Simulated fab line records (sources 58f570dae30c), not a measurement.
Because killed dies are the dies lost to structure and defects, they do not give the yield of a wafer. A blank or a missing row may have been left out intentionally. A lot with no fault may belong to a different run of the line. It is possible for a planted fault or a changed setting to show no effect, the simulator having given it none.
A lot that was struck, set against a sound lot || flow berkeley cmos170 || 15 steps out of a route of 331
Sound: the wafers L578.1, L578.2, L578.5. Wafers struck: L589.2, L589.4, L589.5. The cause comes at the end.
Per side, at each step with rows, come the tool, then ch with its chambers, and then its first start. Under that, the readings that differ: sound wafers || struck wafers || difference of the means || sigmas: that difference in standard deviations of wafers without a fault.
alike: readings with means less than 2 such deviations apart, plus words and numbers identical on both sides. not compared: withheld readings, readings lacking a value on some wafer, bounds such as >300 that could conceal the same value, and numbers that have no deviation in the record and whose values overlap.
The two part at a step that has a row with sigmas, a row that says differs or no value, or rows on one side only. When numbers do not overlap yet have no deviation, they are printed without sigmas and do not part them. A reading missing from all wafers of one side parts the sides only when that side holds two or more wafers.

UCB170_WELLDRIVE_THK_MEAS_02:
  sound on film metro-04, day 5 07:07; struck on film metro-03, day 7 06:01
  alike: WELLDRIVE_OXIDE_THK
then, 5 steps without rows for these wafers: UCB170_WELLDRIVE_ANNEAL_03 (time 900 s); UCB170_WELLDRIVE_WET_ETCH_04 (etches SiO2 in BOE, time 120 s); UCB170_ACTIVE_CLEAN_00 (cleans in SPM, time 600 s); UCB170_ACTIVE_CLEAN_01 (cleans in dHF, time 60 s); UCB170_ACTIVE_OXIDATION_02 (target thk 26.4 nm, ox time 1260 s).
UCB170_ACTIVE_THK_MEAS_03:
  sound on film metro-03, day 5 20:39; struck on film metro-02, day 7 17:01
{"reading": "ACTIVE_OXIDE_THK (nm)", "sound": "27.5 26.9 27.5", "struck": "26.1 25.9 25.8", "difference": -1.4, "sigmas": -3}
then, 2 steps without rows for these wafers: UCB170_ACTIVE_ANNEAL_04 (time 900 s); UCB170_ACTIVE_CVD_05 (deposits Si3N4 from SiH2Cl2/NH3, target thk 220 nm, time 3300 s).
UCB170_ACTIVE_THK_MEAS_06:
  sound on film metro-03, day 6 02:34; struck on film metro-03, day 8 00:04
  alike: ACTIVE_NITRIDE_THK
then, 2 steps without rows for these wafers: UCB170_ACTIVE_HMDS_07 (prime time 60 s); UCB170_ACTIVE_COAT_08 (resist thk 900 nm).
UCB170_ACTIVE_SOFTBAKE_09: time 60 s.
  sound on litho track-01 ch 0, day 6 03:03; struck on litho track-02 ch 0, day 8 01:07
{"reading": "heater power total W (W)", "sound": "56.73 56.74 56.79", "struck": "58.02 58.04 58.10", "difference": "+1.30", "sigmas": "+30"}
{"reading": "run length s (s)", "sound": "89.19 89.21 89.08", "struck": "85.11 85.20 85.15", "difference": -4.01, "sigmas": -29}
then, 1 step without rows for these wafers: UCB170_ACTIVE_EXPOSE_10 (exposes mask ACTIVE, target cd 1200 nm).
-- the record jumps here: 4 days lie between the struck wafers' starts before and after (it left off in module ACTIVE and takes up again in module M3, whose first step shown is number 331 of the route) --
UCB170_M3_PROBE_99:
  the record has rows for the struck wafers here (prober-01, day 12 07:19) and none for the sound ones

== WHERE THEY PART ==
Earliest at UCB170_ACTIVE_THK_MEAS_03; latest, in this record, at UCB170_M3_PROBE_99.

WHY: whatever the simulator had introduced
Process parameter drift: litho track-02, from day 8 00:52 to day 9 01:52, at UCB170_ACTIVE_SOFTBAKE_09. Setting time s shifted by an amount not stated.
